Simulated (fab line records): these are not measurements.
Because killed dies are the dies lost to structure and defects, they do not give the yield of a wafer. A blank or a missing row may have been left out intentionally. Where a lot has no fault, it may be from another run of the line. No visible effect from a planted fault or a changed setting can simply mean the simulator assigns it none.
fab line records -- flow berkeley_cmos170 -- part 1 of 2: steps 1 to 41 of 44
record: lots: 6, wafers: 18, last_day: 13
route steps=331 shown CONTACT@226 M1@238 V1@254 M3@331
lots that met no fault: from a run of the same line without faults
start_h: hours from the record's first day to the start of the lot's first wafer shown -- wait_h: how many hours have passed since the lot's step before this one -- " unchanged from the row above -- L1.1+2: a single row standing in for several wafers -- - no value present, or no start provided -- * or withheld: withheld -- < > ~ a bound
route shown NAME@n: a module of which the file shows steps, and the number in the route of the first -- usual: mean/standard deviation taken from wafers without a fault -- same: alike in all rows -- chamber/n: place in a boat -- sites: readings site by site -- _std_site: the standard deviation of these -- _edge_site: outer sites' mean less inner sites' -- radius_mm: how far each site lies from the wafer's centre -- mask NAME#n: copy n -- behind: the most recent tool/chamber to have shaped the wafer -- hold: the reason the lot was held/the length of the hold in hours/how it ended -- device: the transistor (n, p or np) that didn't switch -- end of line: at the end of the route, the tests of the same wafers -- a step given without rows: its recipe and nothing more -- killed: count of dies lost to structure and defects at first sort (not the wafer's yield) -- map: a wafer's dies, marking killed ones x, the rest . and places with no die _
set.NAME: setting as actually run; set.NAME@STEP: the setting as run at that earlier step -- model.NAME: the simulator's own value behind a step, which no gauge read
certain route steps with their lots: each step a table, each wafer a row
services: the hour from which a tool's chamber was out of use, counted from the record's first day as start_h (under 0 if before that day), plus the number of hours and why
== steps ==
step: UCB170_CONTACT_COAT_10
recipe: resist: KrF, spin_rpm: 1500, resist_thk_nm: 900
step: UCB170_CONTACT_SOFTBAKE_11
recipe: resist: KrF, temp_c: 130, time_s: 60
step: UCB170_CONTACT_EXPOSE_12
recipe: mask_id: CONT, target_cd_nm: 700, na: 0.5, sigma_outer: 0.6, source_shape: conventional, dose_mj: 35
step: UCB170_CONTACT_PEB_13
recipe: peb_temp_c: 130, peb_time_s: withheld, resist: KrF
step: UCB170_CONTACT_DEVELOP_14
recipe: developer: TMAH, develop_time_s: 45, resist: KrF, dev_temp_c: 21
step: UCB170_CONTACT_CD_MEAS_15
recipe: target_cd_nm: 700
usual: cd_nm: 699.7/1.4
lot.wafer,tool,chamber,start_h,wait_h,cd_nm
L169.4,cd_sem-02,-,195.13,-,696.8
L169.5,cd_sem-02,-,195.13,-,698.1
L169.6,cd_sem-02,-,195.13,-,698.6
L170.3,cd_sem-02,-,208.88,-,699.7
L170.5,cd_sem-02,-,208.88,-,699.9
L170.6,cd_sem-02,-,208.88,-,700.6
L173.2,cd_sem-01,-,214.37,-,700.7
L173.5,cd_sem-01,-,214.37,-,700.5
L173.6,cd_sem-01,-,214.37,-,699.6
L182.2,cd_sem-02,-,260.42,-,698.5
L182.3,cd_sem-02,-,260.42,-,699.2
L182.5,cd_sem-02,-,260.42,-,698.6
L185.1,cd_sem-01,-,284.78,-,699.7
L185.2,cd_sem-01,-,284.78,-,701.5
L185.4,cd_sem-01,-,284.78,-,700.4
L186.1,cd_sem-01,-,285.02,-,702.2
L186.4,cd_sem-01,-,285.02,-,700.6
L186.5,cd_sem-01,-,285.02,-,699.8
step: UCB170_CONTACT_OVL_MEAS_16
usual: CONTACT_OVL: -2/5.3
lot.wafer,tool,chamber,start_h,wait_h,CONTACT_OVL[nm]
L169.4,overlay-02,-,195.21,0.1,-2
L169.5,overlay-02,-,195.21,0.1,-8
L169.6,overlay-02,-,195.21,0.1,3
L170.3,overlay-02,-,208.97,0.1,-3
L170.5,overlay-02,-,208.97,0.1,-2
L170.6,overlay-02,-,208.97,0.1,2
L173.2,overlay-02,-,214.47,0.1,-1
L173.5,overlay-02,-,214.47,0.1,-1
L173.6,overlay-02,-,214.47,0.1,9
L182.2,overlay-01,-,260.53,0.1,6
L182.3,overlay-01,-,260.53,0.1,7
L182.5,overlay-01,-,260.53,0.1,8
L185.1,overlay-02,-,284.90,0.1,-10
L185.2,overlay-02,-,284.90,0.1,-10
L185.4,overlay-02,-,284.90,0.1,-6
L186.1,overlay-01,-,285.14,0.1,-11
L186.4,overlay-01,-,285.14,0.1,-3
L186.5,overlay-01,-,285.14,0.1,-2
step: UCB170_CONTACT_ETCH_17
recipe: chemistry: N2/H2, target_depth_a: withheld, overetch_a: withheld, target: BARC, time_s: withheld, source_w: 500, bias_w: 100, pressure_mtorr: 30, n2_flow_sccm: 100, h2_flow_sccm: 200
usual: drypump_motor_current_A: 5.8/0.41, oes_product_au: 1.008/0.017, throttle_valve_pct: 13.31/0.17
lot.wafer,tool,chamber,start_h,wait_h,drypump_motor_current_A,oes_product_au,throttle_valve_pct
L169.4,rie_diel-02,3,195.23,0.0,5.7,1.025,13.40
L169.5,rie_diel-02,0,195.23,0.0,5.9,0.987,13.32
L169.6,rie_diel-02,3,195.23,0.0,5.7,1.026,13.40
L170.3,rie_diel-03,2,208.99,0.0,5.5,1.002,13.52
L170.5,rie_diel-03,3,208.99,0.0,5.9,1.027,13.24
L170.6,rie_diel-03,2,208.99,0.0,5.5,1.003,13.53
L173.2,rie_diel-02,3,214.50,0.0,5.7,1.038,13.39
L173.5,rie_diel-02,2,214.50,0.0,5.3,0.996,13.19
L173.6,rie_diel-02,3,214.50,0.0,5.7,1.031,13.40
L182.2,rie_diel-02,2,260.56,0.0,5.3,0.999,13.18
L182.3,rie_diel-02,3,260.56,0.0,5.7,1.034,13.40
L182.5,rie_diel-02,3,260.56,0.0,5.7,1.026,13.37
L185.1,rie_diel-01,2,284.93,0.0,5.0,1.010,13.48
L185.2,rie_diel-01,3,284.93,0.0,5.4,1.024,13.46
L185.4,rie_diel-01,1,284.93,0.0,6.0,0.996,13.35
L186.1,rie_diel-03,0,285.18,0.0,5.9,1.017,13.49
L186.4,rie_diel-03,1,285.18,0.0,6.6,1.015,13.05
L186.5,rie_diel-03,0,285.18,0.0,6.0,1.010,13.49
step: UCB170_CONTACT_ETCH_18
recipe: chemistry: CHF3/CF4/Ar, target: PSG, stop_on: TiSi2, CHF3_flow_sccm: 45, cf4_flow_sccm: 15, Ar_flow_sccm: 150, pressure_mtorr: 200, rf_w: 700, target_depth_a: 8400, over_etch_frac: 0.2, time_s: 195
usual: drypump_motor_current_A: 5.8/0.42, oes_product_au: 0.901/0.014, throttle_valve_pct: 6.94/0.11
lot.wafer,tool,chamber,start_h,wait_h,drypump_motor_current_A,oes_product_au,rf_hours_counter_h,throttle_valve_pct
L169.4,rie_diel-02,3,-,-,5.7,0.927,107,7.00
L169.5,rie_diel-02,0,-,-,5.9,0.902,-,6.90
L169.6,rie_diel-02,3,-,-,5.7,0.929,-,6.99
L170.3,rie_diel-03,2,-,-,5.5,0.879,6,7.13
L170.5,rie_diel-03,3,-,-,5.8,0.904,-,6.91
L170.6,rie_diel-03,2,-,-,5.5,0.885,-,7.11
L173.2,rie_diel-02,3,-,-,5.7,0.938,109,7.00
L173.5,rie_diel-02,2,-,-,5.3,0.900,-,6.78
L173.6,rie_diel-02,3,-,-,5.7,0.932,-,6.98
L182.2,rie_diel-02,2,-,-,5.3,0.889,7,6.80
L182.3,rie_diel-02,3,-,-,5.7,0.935,112,6.99
L182.5,rie_diel-02,3,-,-,5.7,0.924,-,6.98
L185.1,rie_diel-01,2,-,-,5.0,0.921,4,7.03
L185.2,rie_diel-01,3,-,-,5.4,0.914,83,7.10
L185.4,rie_diel-01,1,-,-,6.0,0.894,109,6.94
L186.1,rie_diel-03,0,-,-,6.0,0.904,113,6.98
L186.4,rie_diel-03,1,-,-,6.6,0.906,-,6.80
L186.5,rie_diel-03,0,-,-,6.0,0.899,-,6.97
step: UCB170_CONTACT_STRIP_19
recipe: chemistry: O2, power_w: 400, pressure_mtorr: 3500, platen_temp_c: withheld, o2_flow_sccm: 400, overash_fraction: 0.5
usual: drypump_motor_current_A: 5.9/0.35, oes_product_au: 0.726/0.0047
lot.wafer,tool,chamber,start_h,wait_h,drypump_motor_current_A,oes_product_au,rf_hours_counter_h
L169.4,plasma_asher-03,0,195.43,-,5.9,0.730,-
L169.5,plasma_asher-03,1,195.43,-,6.3,0.724,-
L169.6,plasma_asher-03,0,195.43,-,6.0,0.723,-
L170.3,plasma_asher-04,0,209.19,-,5.9,0.727,-
L170.5,plasma_asher-04,0,209.19,-,5.9,0.725,-
L170.6,plasma_asher-04,1,209.19,-,6.3,0.729,-
L173.2,plasma_asher-02,1,214.67,-,5.2,0.727,49
L173.5,plasma_asher-02,1,214.67,-,5.2,0.726,-
L173.6,plasma_asher-02,0,214.67,-,5.5,0.716,-
L182.2,plasma_asher-02,0,260.73,-,5.5,0.729,54
L182.3,plasma_asher-02,1,260.73,-,5.2,0.722,-
L182.5,plasma_asher-02,0,260.73,-,5.5,0.729,-
L185.1,plasma_asher-03,1,285.10,-,6.3,0.719,54
L185.2,plasma_asher-03,0,285.10,-,5.9,0.730,54
L185.4,plasma_asher-03,0,285.10,-,5.9,0.720,-
L186.1,plasma_asher-02,0,285.34,-,5.5,0.732,57
L186.4,plasma_asher-02,0,285.34,-,5.5,0.725,-
L186.5,plasma_asher-02,0,285.34,-,5.5,0.733,-
step: UCB170_CONTACT_CD_MEAS_90
recipe: target_cd_nm: 700
usual: cd_nm: 700.1/1.6
lot.wafer,tool,chamber,start_h,wait_h,cd_nm
L169.4,cd_sem-01,-,195.56,0.1,696.4
L169.5,cd_sem-01,-,195.56,0.1,698.9
L169.6,cd_sem-01,-,195.56,0.1,697.1
L170.3,cd_sem-02,-,209.30,0.1,700.1
L170.5,cd_sem-02,-,209.30,0.1,700.9
L170.6,cd_sem-02,-,209.30,0.1,700.9
L173.2,cd_sem-02,-,214.79,0.1,700.4
L173.5,cd_sem-02,-,214.79,0.1,700.8
L173.6,cd_sem-02,-,214.79,0.1,699.2
L182.2,cd_sem-02,-,260.97,0.2,697.8
L182.3,cd_sem-02,-,260.97,0.2,698.7
L182.5,cd_sem-02,-,260.97,0.2,697.9
L185.1,cd_sem-02,-,285.20,0.1,700.5
L185.2,cd_sem-02,-,285.20,0.1,701.7
L185.4,cd_sem-02,-,285.20,0.1,701.5
L186.1,cd_sem-02,-,285.44,0.1,703.2
L186.4,cd_sem-02,-,285.44,0.1,701.0
L186.5,cd_sem-02,-,285.44,0.1,701.9
step: UCB170_CONTACT_CLEAN_20
recipe: chemistry: SPM, temp_c: 120, time_s: 600
step: UCB170_M1_SPUTTER_00
recipe: material: Al, target_thk_nm: 600, time_s: 80, power_w: 6000, chamber_pressure_pa: 0.5
usual: throttle_valve_pct: 30.1/0.7
lot.wafer,tool,chamber,start_h,wait_h,throttle_valve_pct,model.Al_of_M1_SPUTTER_00.thk_nm
L169.4,pvd_sputter-01,-,195.81,0.0,29.4,603.2
L169.5,pvd_sputter-01,-,195.81,0.0,29.7,595.6
L169.6,pvd_sputter-01,-,195.81,0.0,29.8,600.1
L170.3,pvd_sputter-04,-,209.61,0.0,29.4,669.9
L170.5,pvd_sputter-04,-,209.61,0.0,31.0,667.8
L170.6,pvd_sputter-04,-,209.61,0.0,30.6,665.9
L173.2,pvd_sputter-04,-,215.08,0.0,30.6,682.2
L173.5,pvd_sputter-04,-,215.08,0.0,29.3,689.8
L173.6,pvd_sputter-04,-,215.08,0.0,30.8,679.3
L182.2,pvd_sputter-01,-,261.24,0.0,29.2,602.1
L182.3,pvd_sputter-01,-,261.24,0.0,29.9,603.2
L182.5,pvd_sputter-01,-,261.24,0.0,29.6,597.2
L185.1,pvd_sputter-03,-,285.53,0.0,30.8,598.8
L185.2,pvd_sputter-03,-,285.53,0.0,31.0,602.5
L185.4,pvd_sputter-03,-,285.53,0.0,29.4,600
L186.1,pvd_sputter-04,-,285.77,0.0,31.1,587.5
L186.4,pvd_sputter-04,-,285.77,0.0,29.2,589
L186.5,pvd_sputter-04,-,285.77,0.0,29.6,590.4
step: UCB170_M1_RS_MEAS_01
recipe: thk_meas_gauge: four-point-probe, reads: Al_of_M1_SPUTTER_00
usual: M1_AL_RS: 0.0485/0.00048
lot.wafer,tool,chamber,start_h,wait_h,M1_AL_RS[ohm/sq]
L169.4,film_metro-04,-,195.93,0.1,0.0483
L169.5,film_metro-04,-,195.93,0.1,0.0490
L169.6,film_metro-04,-,195.93,0.1,0.0485
L170.3,film_metro-01,-,209.71,0.1,0.0433
L170.5,film_metro-01,-,209.71,0.1,0.0434
L170.6,film_metro-01,-,209.71,0.1,0.0435
L173.2,film_metro-04,-,215.16,0.1,0.0426
L173.5,film_metro-04,-,215.16,0.1,0.0422
L173.6,film_metro-04,-,215.16,0.1,0.0428
L182.2,film_metro-04,-,261.32,0.1,0.0485
L182.3,film_metro-04,-,261.32,0.1,0.0484
L182.5,film_metro-04,-,261.32,0.1,0.0488
L185.1,film_metro-04,-,285.59,0.0,0.0486
L185.2,film_metro-04,-,285.59,0.0,0.0484
L185.4,film_metro-04,-,285.59,0.0,0.0486
L186.1,film_metro-01,-,285.83,0.0,0.0494
L186.4,film_metro-01,-,285.83,0.0,0.0493
L186.5,film_metro-01,-,285.83,0.0,0.0492
step: UCB170_M1_THK_MEAS_02
recipe: thk_meas_gauge: xrf, reads: Al_of_M1_SPUTTER_00
usual: M1_AL_THK: 594/7.3
lot.wafer,tool,chamber,start_h,wait_h,M1_AL_THK[nm]
L169.4,film_metro-04,-,196.02,0.1,598
L169.5,film_metro-04,-,196.02,0.1,588
L169.6,film_metro-04,-,196.02,0.1,592
L170.3,film_metro-01,-,209.81,0.1,657
L170.5,film_metro-01,-,209.81,0.1,651
L170.6,film_metro-01,-,209.81,0.1,653
L173.2,film_metro-04,-,215.27,0.1,681
L173.5,film_metro-04,-,215.27,0.1,680
L173.6,film_metro-04,-,215.27,0.1,678
L182.2,film_metro-04,-,261.43,0.1,594
L182.3,film_metro-04,-,261.43,0.1,599
L182.5,film_metro-04,-,261.43,0.1,595
L185.1,film_metro-04,-,285.71,0.1,596
L185.2,film_metro-04,-,285.71,0.1,600
L185.4,film_metro-04,-,285.71,0.1,595
L186.1,film_metro-01,-,285.95,0.1,576
L186.4,film_metro-01,-,285.95,0.1,577
L186.5,film_metro-01,-,285.95,0.1,580
step: UCB170_M1_COAT_03
recipe: resist: BARC, temp_c: withheld, time_s: withheld, spin_rpm: 3000, resist_thk_nm: withheld
step: UCB170_M1_COAT_04
recipe: resist: KrF, spin_rpm: 1500, resist_thk_nm: 900
step: UCB170_M1_SOFTBAKE_05
recipe: resist: KrF, temp_c: 130, time_s: 60
step: UCB170_M1_EXPOSE_06
recipe: mask_id: METAL1, target_cd_nm: 700, na: 0.5, sigma_outer: 0.6, source_shape: conventional, dose_mj: 21
step: UCB170_M1_PEB_07
recipe: peb_temp_c: 130, peb_time_s: withheld, resist: KrF
step: UCB170_M1_DEVELOP_08
recipe: developer: TMAH, develop_time_s: 45, resist: KrF, dev_temp_c: 21
step: UCB170_M1_CD_MEAS_09
recipe: target_cd_nm: 700
usual: cd_nm: 699.8/1.3
lot.wafer,tool,chamber,start_h,wait_h,cd_nm
L169.4,cd_sem-02,-,197.24,-,701.8
L169.5,cd_sem-02,-,197.24,-,701.3
L169.6,cd_sem-02,-,197.24,-,699.7
L170.3,cd_sem-01,-,210.84,-,699.4
L170.5,cd_sem-01,-,210.84,-,698.7
L170.6,cd_sem-01,-,210.84,-,698.7
L173.2,cd_sem-01,-,217.51,-,700.7
L173.5,cd_sem-01,-,217.51,-,698.5
L173.6,cd_sem-01,-,217.51,-,698.3
L182.2,cd_sem-02,-,262.68,-,700.8
L182.3,cd_sem-02,-,262.68,-,700.3
L182.5,cd_sem-02,-,262.68,-,701.7
L185.1,cd_sem-01,-,287.29,-,699.3
L185.2,cd_sem-01,-,287.29,-,698.2
L185.4,cd_sem-01,-,287.29,-,698.7
L186.1,cd_sem-02,-,287.43,-,697.5
L186.4,cd_sem-02,-,287.43,-,698.5
L186.5,cd_sem-02,-,287.43,-,697.0
step: UCB170_M1_OVL_MEAS_10
usual: M1_OVL: 1/4.8
lot.wafer,tool,chamber,start_h,wait_h,M1_OVL[nm]
L169.4,overlay-01,-,197.32,0.1,3
L169.5,overlay-01,-,197.32,0.1,2
L169.6,overlay-01,-,197.32,0.1,0
L170.3,overlay-02,-,210.93,0.1,5
L170.5,overlay-02,-,210.93,0.1,5
L170.6,overlay-02,-,210.93,0.1,4
L173.2,overlay-01,-,217.61,0.1,7
L173.5,overlay-01,-,217.61,0.1,3
L173.6,overlay-01,-,217.61,0.1,1
L182.2,overlay-01,-,262.78,0.1,-1
L182.3,overlay-01,-,262.78,0.1,-3
L182.5,overlay-01,-,262.78,0.1,-2
L185.1,overlay-02,-,287.41,0.1,1
L185.2,overlay-02,-,287.41,0.1,0
L185.4,overlay-02,-,287.41,0.1,-2
L186.1,overlay-01,-,287.55,0.1,2
L186.4,overlay-01,-,287.55,0.1,4
L186.5,overlay-01,-,287.55,0.1,-6
step: UCB170_M1_ETCH_11
recipe: chemistry: N2/H2, target_depth_a: withheld, overetch_a: withheld, target: BARC, time_s: withheld, source_w: 500, bias_w: 100, pressure_mtorr: 30, n2_flow_sccm: 100, h2_flow_sccm: 200
step: UCB170_M1_METAL_ETCH_12
recipe: chemistry: Cl2/BCl3, target: Al, stop_on: PSG, pressure_mtorr: 12, target_depth_a: 7800, over_etch_frac: 0.3, time_s: 130, icp_w: 600, bias_w: 120, Cl2_flow_sccm: 90, bcl3_flow_sccm: 45
usual: drypump_motor_current_A: 5.8/0.48, he_backside_leak_sccm: 3.37/0.18, oes_product_au: 0.861/0.017, throttle_valve_pct: 24.49/0.25
lot.wafer,tool,chamber,start_h,wait_h,drypump_motor_current_A,he_backside_leak_sccm,oes_product_au,rf_hours_counter_h,throttle_valve_pct
L169.4,rie_metal-04,1,197.44,-,5.6,3.32,0.839,-,24.19
L169.5,rie_metal-04,0,197.44,-,6.4,3.21,0.860,-,24.65
L169.6,rie_metal-04,1,197.44,-,5.6,3.27,0.828,-,24.21
L170.3,rie_metal-02,0,211.04,-,6.3,3.40,0.941,-,24.01
L170.5,rie_metal-02,0,211.04,-,6.3,3.31,0.946,-,24.03
L170.6,rie_metal-02,1,211.04,-,6.3,3.30,0.923,-,24.59
L173.2,rie_metal-03,1,217.73,-,5.2,3.46,0.931,-,24.64
L173.5,rie_metal-03,1,217.73,-,5.2,3.32,0.943,-,24.63
L173.6,rie_metal-03,1,217.73,-,5.2,3.42,0.929,-,24.62
L182.2,rie_metal-02,1,262.90,-,6.3,3.10,0.867,-,24.62
L182.3,rie_metal-02,1,262.90,-,6.3,3.21,0.868,-,24.62
L182.5,rie_metal-02,1,262.90,-,6.3,3.24,0.860,-,24.62
L185.1,rie_metal-03,1,287.48,-,5.2,3.73,0.863,10,24.66
L185.2,rie_metal-03,1,287.48,-,5.3,3.59,0.869,-,24.66
L185.4,rie_metal-03,1,287.48,-,5.2,3.73,0.871,-,24.65
L186.1,rie_metal-02,1,287.63,-,6.3,3.19,0.860,2,24.62
L186.4,rie_metal-02,1,287.63,-,6.3,3.30,0.861,-,24.62
L186.5,rie_metal-02,0,287.63,-,6.3,3.29,0.868,-,24.22
step: UCB170_M1_STRIP_13
recipe: chemistry: O2, power_w: 400, pressure_mtorr: 3500, platen_temp_c: withheld, o2_flow_sccm: 400, overash_fraction: 0.5
step: UCB170_M1_CD_MEAS_90
recipe: target_cd_nm: 700
usual: cd_nm: 700.8/2.2
lot.wafer,tool,chamber,start_h,wait_h,cd_nm
L169.4,cd_sem-01,-,197.72,0.1,702.9
L169.5,cd_sem-01,-,197.72,0.1,701.7
L169.6,cd_sem-01,-,197.72,0.1,701.7
L170.3,cd_sem-01,-,211.32,0.1,703.0
L170.5,cd_sem-01,-,211.32,0.1,702.8
L170.6,cd_sem-01,-,211.32,0.1,701.9
L173.2,cd_sem-01,-,218.07,0.1,700.0
L173.5,cd_sem-01,-,218.07,0.1,700.4
L173.6,cd_sem-01,-,218.07,0.1,700.0
L182.2,cd_sem-02,-,263.28,0.1,699.5
L182.3,cd_sem-02,-,263.28,0.1,699.7
L182.5,cd_sem-02,-,263.28,0.1,702.4
L185.1,cd_sem-02,-,287.89,0.1,701.7
L185.2,cd_sem-02,-,287.89,0.1,701.6
L185.4,cd_sem-02,-,287.89,0.1,701.3
L186.1,cd_sem-01,-,287.94,0.2,697.5
L186.4,cd_sem-01,-,287.94,0.2,697.4
L186.5,cd_sem-01,-,287.94,0.2,695.6
step: UCB170_M1_ANNEAL_14
recipe: temp_c: 400, time_s: 1200, ambient: forming_gas
step: UCB170_V1_CVD_00
recipe: material: SiO2, target_thk_nm: 2000, temp_c: 390, precursor: TEOS/O2, time_s: 250, rf_w: 550, pressure_mtorr: 9000
usual: heater_power_w: 247/50
lot.wafer,tool,chamber,start_h,wait_h,heater_power_w
L169.4,pecvd-04,1,200.10,0.1,169
L169.5,pecvd-04,2,200.10,0.1,187
L169.6,pecvd-04,0,200.10,0.1,242
L170.3,pecvd-04,1,212.74,0.0,243
L170.5,pecvd-04,0,212.74,0.0,153
L170.6,pecvd-04,2,212.74,0.0,271
L173.2,pecvd-04,0,219.51,0.0,208
L173.5,pecvd-04,1,219.51,0.0,173
L173.6,pecvd-04,2,219.51,0.0,182
L182.2,pecvd-01,1,265.51,0.0,261
L182.3,pecvd-01,0,265.51,0.0,302
L182.5,pecvd-01,1,265.51,0.0,185
L185.1,pecvd-03,0,289.34,0.0,312
L185.2,pecvd-03,1,289.34,0.0,214
L185.4,pecvd-03,1,289.34,0.0,269
L186.1,pecvd-01,1,290.68,0.0,246
L186.4,pecvd-01,0,290.68,0.0,337
L186.5,pecvd-01,1,290.68,0.0,183
step: UCB170_V1_THK_MEAS_01
recipe: reads: SiO2_of_V1_CVD_00
usual: V1_TEOS_THK: 1996/26
lot.wafer,tool,chamber,start_h,wait_h,V1_TEOS_THK[nm]
L169.4,film_metro-02,-,200.21,0.0,2006
L169.5,film_metro-02,-,200.21,0.0,2007
L169.6,film_metro-02,-,200.21,0.0,1994
L170.3,film_metro-02,-,212.91,0.1,1979
L170.5,film_metro-02,-,212.91,0.1,1991
L170.6,film_metro-02,-,212.91,0.1,2000
L173.2,film_metro-02,-,219.67,0.1,1956
L173.5,film_metro-02,-,219.67,0.1,2003
L173.6,film_metro-02,-,219.67,0.1,2027
L182.2,film_metro-01,-,265.68,0.1,1974
L182.3,film_metro-01,-,265.68,0.1,2005
L182.5,film_metro-01,-,265.68,0.1,2025
L185.1,film_metro-04,-,289.50,0.1,1981
L185.2,film_metro-04,-,289.50,0.1,1961
L185.4,film_metro-04,-,289.50,0.1,2009
L186.1,film_metro-02,-,290.83,0.1,2010
L186.4,film_metro-02,-,290.83,0.1,2037
L186.5,film_metro-02,-,290.83,0.1,2036
step: UCB170_V1_CMP_02
recipe: material: SiO2, down_force_psi: 6, platen_rpm: 60, pad_velocity_m_s: 0.75398
usual: motor_current_A: 16.3/1.3
lot.wafer,tool,chamber,start_h,wait_h,motor_current_A
L169.4,cmp-02,1,200.24,0.0,17.1
L169.6,cmp-02,1,200.24,0.0,17.9
L169.5,cmp-02,2,200.24,0.0,14.9
L170.3,cmp-02,2,212.95,0.0,14.8
L170.6,cmp-02,2,212.95,0.0,15.3
L170.5,cmp-02,3,212.95,0.0,16.2
L173.2,cmp-02,2,219.72,0.0,14.7
L173.6,cmp-02,2,219.72,0.0,14.5
L173.5,cmp-02,3,219.72,0.0,16.3
L182.3,cmp-02,3,265.73,0.0,15.8
L182.2,cmp-02,0,265.73,0.0,16.6
L182.5,cmp-02,3,265.73,0.0,16.6
L185.1,cmp-02,2,289.56,0.1,14.5
L185.4,cmp-02,3,289.56,0.1,15.9
L185.2,cmp-02,1,289.56,0.1,17.5
L186.1,cmp-02,2,290.94,0.1,13.6
L186.4,cmp-02,3,290.94,0.1,16.1
L186.5,cmp-02,1,290.94,0.1,16.6
step: UCB170_V1_BOW_MEAS_03
recipe: mode: bow
usual: V1_BOW: 19/7.1
lot.wafer,tool,chamber,start_h,wait_h,V1_BOW[um]
L169.4,film_metro-02,-,200.60,0.3,28
L169.5,film_metro-02,-,200.60,0.3,17
L169.6,film_metro-02,-,200.60,0.3,20
L170.3,film_metro-02,-,213.29,0.3,24
L170.5,film_metro-02,-,213.29,0.3,10
L170.6,film_metro-02,-,213.29,0.3,12
L173.2,film_metro-02,-,220.04,0.3,21
L173.5,film_metro-02,-,220.04,0.3,19
L173.6,film_metro-02,-,220.04,0.3,19
L182.2,film_metro-04,-,266.12,0.3,19
L182.3,film_metro-04,-,266.12,0.3,19
L182.5,film_metro-04,-,266.12,0.3,19
L185.1,film_metro-04,-,289.86,0.2,14
L185.2,film_metro-04,-,289.86,0.2,18
L185.4,film_metro-04,-,289.86,0.2,17
L186.1,film_metro-04,-,291.19,0.2,21
L186.4,film_metro-04,-,291.19,0.2,19
L186.5,film_metro-04,-,291.19,0.2,29
step: UCB170_V1_THK_MEAS_04
recipe: reads: SiO2_of_V1_CVD_00
usual: V1_POLISHED_THK: 999.8/1.1
lot.wafer,tool,chamber,start_h,wait_h,V1_POLISHED_THK[nm]
L169.4,film_metro-02,-,200.69,0.1,1000.1
L169.5,film_metro-02,-,200.69,0.1,999.7
L169.6,film_metro-02,-,200.69,0.1,998.8
L170.3,film_metro-02,-,213.39,0.1,1001.3
L170.5,film_metro-02,-,213.39,0.1,1001.0
L170.6,film_metro-02,-,213.39,0.1,1000.6
L173.2,film_metro-02,-,220.15,0.1,1001.3
L173.5,film_metro-02,-,220.15,0.1,998.2
L173.6,film_metro-02,-,220.15,0.1,999.6
L182.2,film_metro-04,-,266.23,0.1,999.6
L182.3,film_metro-04,-,266.23,0.1,998.3
L182.5,film_metro-04,-,266.23,0.1,997.5
L185.1,film_metro-04,-,289.98,0.1,1000.7
L185.2,film_metro-04,-,289.98,0.1,1001.6
L185.4,film_metro-04,-,289.98,0.1,1000.0
L186.1,film_metro-04,-,291.31,0.1,1000.0
L186.4,film_metro-04,-,291.31,0.1,998.0
L186.5,film_metro-04,-,291.31,0.1,999.8
step: UCB170_V1_CLEAN_05
recipe: chemistry: DIW
step: UCB170_V1_HMDS_06
recipe: prime_time_s: 60, prime_temp_c: 100
step: UCB170_V1_COAT_07
recipe: resist: KrF, spin_rpm: 1500, resist_thk_nm: 900
step: UCB170_V1_SOFTBAKE_08
recipe: resist: KrF, temp_c: 130, time_s: 60
step: UCB170_V1_EXPOSE_09
recipe: mask_id: VIA1, target_cd_nm: 700, na: 0.5, sigma_outer: 0.6, source_shape: conventional, dose_mj: 37
step: UCB170_V1_PEB_10
recipe: peb_temp_c: 130, peb_time_s: withheld, resist: KrF
step: UCB170_V1_DEVELOP_11
recipe: developer: TMAH, develop_time_s: 45, resist: KrF, dev_temp_c: 21
step: UCB170_V1_CD_MEAS_12
recipe: target_cd_nm: 700
usual: cd_nm: 700.0/1.5
lot.wafer,tool,chamber,start_h,wait_h,cd_nm
L169.4,cd_sem-02,-,203.76,-,700.6
L169.5,cd_sem-02,-,203.76,-,698.0
L169.6,cd_sem-02,-,203.76,-,699.1
L170.3,cd_sem-02,-,215.11,-,699.5
L170.5,cd_sem-02,-,215.11,-,701.4
L170.6,cd_sem-02,-,215.11,-,702.3
L173.2,cd_sem-01,-,221.59,-,700.3
L173.5,cd_sem-01,-,221.59,-,700.4
L173.6,cd_sem-01,-,221.59,-,701.9
L182.2,cd_sem-02,-,267.54,-,698.6
L182.3,cd_sem-02,-,267.54,-,699.1
L182.5,cd_sem-02,-,267.54,-,699.9
L185.1,cd_sem-02,-,291.20,-,699.4
L185.2,cd_sem-02,-,291.20,-,700.9
L185.4,cd_sem-02,-,291.20,-,699.5
L186.1,cd_sem-02,-,292.49,-,699.6
L186.4,cd_sem-02,-,292.49,-,699.6
L186.5,cd_sem-02,-,292.49,-,699.1
== key ==
first_sign: step: UCB170_M1_RS_MEAS_01, reading: M1_AL_RS, direction: down, sigmas: 11, usual: 0.0485, struck: 0.0430
effect: step: UCB170_M1_THK_MEAS_02, reading: M1_AL_THK, direction: up, sigmas: 9.9, usual: 594, struck: 667
effect: step: UCB170_M1_METAL_ETCH_12, reading: oes_product_au, direction: up, sigmas: 4.4, usual: 0.861, struck: 0.935
model_effect: step: UCB170_M1_SPUTTER_00, value: Al_of_M1_SPUTTER_00.thk_nm, without: 597.8, struck: 675.8
model_effect: step: UCB170_V1_ETCH_14, value: Al_of_M1_SPUTTER_00.thk_nm, without: 597.4, struck: 675.4
model_effect: step: UCB170_M3_PROBE_99, value: etest.tester.sort_n_pass, without: 261, struck: 200.5
met_at UCB170_M1_SPUTTER_00
struck_wafers L170.3,L170.5,L170.6,L173.2,L173.5,L173.6
fault: kind: process_parameter_drift, tool: pvd_sputter-04, chamber: -, onset_h: 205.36, steps: UCB170_M1_SPUTTER_00, channel: target_thk_nm, offset: 78, shape: step, end_h: 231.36, acts_in: these_recipes_only, stated: 600
